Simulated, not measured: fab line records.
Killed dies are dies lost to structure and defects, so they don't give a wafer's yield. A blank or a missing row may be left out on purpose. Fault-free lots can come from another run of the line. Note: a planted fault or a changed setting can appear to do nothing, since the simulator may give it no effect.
Split-lot trial	flow rit-cmos	5 lots, 27 wafers read, on a route of 202 steps

THE SPLIT ITSELF
At RIT_CONTACT_CVD_00 (deposits SiO2 from TEOS, target thk 400 nm, time 61 s), the setting time-s was moved away from the recipe's 61 s on 12 of the 27 wafers read, by -27.5% to +44.1%. The other wafers ran this setting at the recipe's value.

There is no step in the file separating the split from the reading.

THE READING
CONTACT_TEOS_THK in nanometres, read at RIT_CONTACT_THK_MEAS_01. On this fab line, fault-free wafers typically give 400 nm with a standard deviation of 5.8 nm.

wafer	tool, chamber at the split	time-s as run, s	against the recipe	CONTACT_TEOS_THK, nm	against lot-mates on the recipe
L075.1	pecvd-01, 1	87.89	+44.1%	581	+174
L075.2	pecvd-01, 0	87.89	+44.1%	576	+169
L075.3	pecvd-01, 2	61	recipe	401	-
L075.4	pecvd-01, 0	61	recipe	406	-
L075.5	pecvd-01, 1	61	recipe	414	-
L075.6	pecvd-01, 2	87.89	+44.1%	585	+178
L076.1	pecvd-04, 0	44.21	-27.5%	280	-117
L076.2	pecvd-04, 2	44.21	-27.5%	288	-109
L076.3	pecvd-04, 1	61	recipe	394	-
L076.4	pecvd-04, 1	61	recipe	401	-
L076.5	pecvd-04, 2	44.21	-27.5%	296	-101
L076.6	pecvd-04, 0	61	recipe	397	-
L080.1	pecvd-03, 2	61	recipe	394	-
L080.2	pecvd-03, 0	49.56	-18.8%	318	-82
L080.3	pecvd-03, 1	49.56	-18.8%	323	-77
L080.4	pecvd-03, 2	61	recipe	397	-
L080.5	pecvd-03, 1	61	recipe	408	-
L080.6	pecvd-03, 0	49.56	-18.8%	326	-74
L083.2	pecvd-03, 1	61	recipe	394	-
L083.4	pecvd-03, 0	61	recipe	398	-
L083.5	pecvd-03, 1	61	recipe	401	-
L084.1	pecvd-01, 1	61	recipe	403	-
L084.2	pecvd-01, 2	79.33	+30.0%	515	+114
L084.3	pecvd-01, 0	61	recipe	393	-
L084.4	pecvd-01, 1	61	recipe	407	-
L084.5	pecvd-01, 2	79.33	+30.0%	523	+122
L084.6	pecvd-01, 0	79.33	+30.0%	520	+119

THE FIT
A straight line over all 27 wafers: CONTACT_TEOS_THK changes by +4.07 nm for each +1% of time-s; r = +1.00; the points scatter about the line by 5.7 nm.
The same after taking each lot's own level away (the mean of its wafers on the recipe; 27 wafers): +3.97 nm for each +1%; r = +1.00; scatter 4.9 nm.
That fit puts the effect of the largest move of time-s on the reading at 1.7e+02 nm.
From 397.3 to 407.0 nm: that is the span of the lots' own levels, equal to 1.7 times the standard deviation above.
So the lot-to-lot level changes the slope little: the two slopes agree.
Check: for one of the wafers moved furthest among these (+44.1%), held out of the fit, the line's prediction against its lot-mates is +174 nm. Against them it came out at +174 nm.

THESE WAFERS: OTHER SPLITS
Note: prior to the reading, these wafers also went through further splits. Each is held against what the fit with the lots' levels taken away leaves over:
other split on the same wafers	wafers away from the commonest value	r with CONTACT_TEOS_THK (lot level and that fit taken away)
RIT_ACTIVE_ETCH_13 target-depth-a	12	+0.38

THE WHOLE CHAIN: every reading that the file lists as answering this split, in the file's order
step	what it does	reading	change (the file's fit)	r (the file's)
RIT_CONTACT_CVD_00	deposits SiO2 from TEOS, target thk 400 nm, time 61 s	SiO2_of_CONTACT_CVD_00.thk-nm (the simulator's own value, which no gauge read)	+3.96 nm for each +1% of the setting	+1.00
RIT_CONTACT_THK_MEAS_01		CONTACT_TEOS_THK	+3.96 for each +1% of the setting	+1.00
RIT_CONTACT_ETCH_11	etches SiO2 in CHF3/CF4/Ar, stops on TiSi2, target depth 480 nm, time 320 s	etch.depth-nm (the simulator's own value, which no gauge read)	+2.69 nm for each +1% of the setting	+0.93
RIT_CONTACT_ETCH_11	etches SiO2 in CHF3/CF4/Ar, stops on TiSi2, target depth 480 nm, time 320 s	CONTACT.feature-depth-nm (the simulator's own value, which no gauge read)	+2.69 nm for each +1% of the setting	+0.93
RIT_M1_PROBE_99		etest.field-p-metal.vt-v (the simulator's own value, which no gauge read)	-0.184 V for each +1% of the setting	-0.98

FILE'S OWN FIT
CONTACT_TEOS_THK changes by +3.96 nm for each +1% of time-s, r = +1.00.
